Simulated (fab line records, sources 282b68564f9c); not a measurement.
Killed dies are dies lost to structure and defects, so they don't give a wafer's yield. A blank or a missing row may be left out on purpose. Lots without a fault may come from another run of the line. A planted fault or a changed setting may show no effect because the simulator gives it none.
A struck lot beside a sound one | flow rit_cmos | 15 steps out of a route of 202
Sound: wafers L866.3, L866.4, L866.5. Struck: wafers L874.2, L874.3, L874.4. The cause comes at the end.
At each step with rows: each side's tool, then ch and its chambers, then its first start. Under that, the readings that differ: sound wafers | struck wafers | difference of the means | sigmas: that difference in standard deviations of wafers without a fault.
alike: readings whose means differ by less than 2 such deviations, and words and numbers that are the same on both sides. not compared: withheld readings, readings that some wafer has no value for, bounds like >300 that may hide the same value, and numbers for which the record gives no deviation and whose values overlap.
The two part at a step that has a row with sigmas, a row that says differs or no value, or rows on one side only. Numbers that don't overlap but have no deviation are shown without sigmas and don't part them. A reading that every wafer of one side lacks parts them only if that side has two wafers or more.

RIT_GATE_THK_MEAS_07:
  sound on film_metro-04, day 4 00:24; struck on film_metro-03, day 5 11:54
  alike: GATE_OXIDE_THK
then, 1 step without rows for these wafers: RIT_GATE_CVD_08 (deposits poly-Si from SiH4, target thk 250 nm, time 2220 s).
RIT_GATE_THK_MEAS_09:
  sound on film_metro-03, day 4 02:38; struck on film_metro-03, day 5 13:35
  reading            | sound             | struck            | difference | sigmas
  GATE_POLY_THK (nm) | 255.1 255.7 254.3 | 249.8 247.6 249.5 | -6.1       | -2
then, 6 steps without rows for these wafers: RIT_GATE_HMDS_10 (prime time 60 s); RIT_GATE_COAT_11 (resist thk 850 nm); RIT_GATE_SOFTBAKE_12 (time 60 s); RIT_GATE_EXPOSE_13 (exposes mask M6, target cd 150 nm); RIT_GATE_PEB_14; RIT_GATE_DEVELOP_15 (develop time 50 s).
RIT_GATE_CD_MEAS_16: target cd 150 nm.
  sound on cd_sem-01, day 4 03:41; struck on cd_sem-02, day 5 14:31
  alike: cd_nm
RIT_GATE_OVL_MEAS_17:
  sound on overlay-02, day 4 03:47; struck on overlay-02, day 5 14:37
  alike: GATE_OVL
then, 1 step without rows for these wafers: RIT_GATE_HARDBAKE_18 (time 60 s).
RIT_GATE_ETCH_19: etches poly-Si in SF6/CHF3/O2, stops on SiO2, time 165 s, target depth 312.5 nm.
  sound on rie_si-01 ch 0,1,2, day 4 04:04; struck on rie_si-01 ch 0,1,2, day 5 14:47
  no value came back on the struck wafers for any of 5 readings (CHF3_flow_sccm (sccm), O2_flow_sccm (sccm) and others); on the sound wafers CHF3_flow_sccm (sccm) reads 30.15 29.87 29.86
  reading                                   | sound             | struck            | difference | sigmas
  model.NOVOLAK_of_GATE_COAT_11.thk_nm (nm) | 669.7 667.5 673.5 | 752.8 753.7 752.8 | +82.9      |
  not compared: rf_hours_counter_h, model.SiO2_of_FOX2_OXIDATION_00.thk_nm
RIT_GATE_STRIP_20: strips in O2, time 180 s.
  sound on plasma_asher-04 ch 0,1, day 4 04:14; struck on plasma_asher-03 ch 0,1, day 5 14:54
  alike: drypump_motor_current_A
  not compared: rf_hours_counter_h
RIT_GATE_CD_MEAS_90: target cd 150 nm.
  sound on cd_sem-01, day 4 04:23; struck on cd_sem-01, day 5 15:06
  reading    | sound             | struck | difference                    | sigmas
  cd_nm (nm) | 154.7 153.0 151.8 | - - -  | no value on the struck wafers |

WHERE THEY PART
First at RIT_GATE_THK_MEAS_09; last, within this record, at RIT_GATE_CD_MEAS_90.

WHY: what the simulator had put in
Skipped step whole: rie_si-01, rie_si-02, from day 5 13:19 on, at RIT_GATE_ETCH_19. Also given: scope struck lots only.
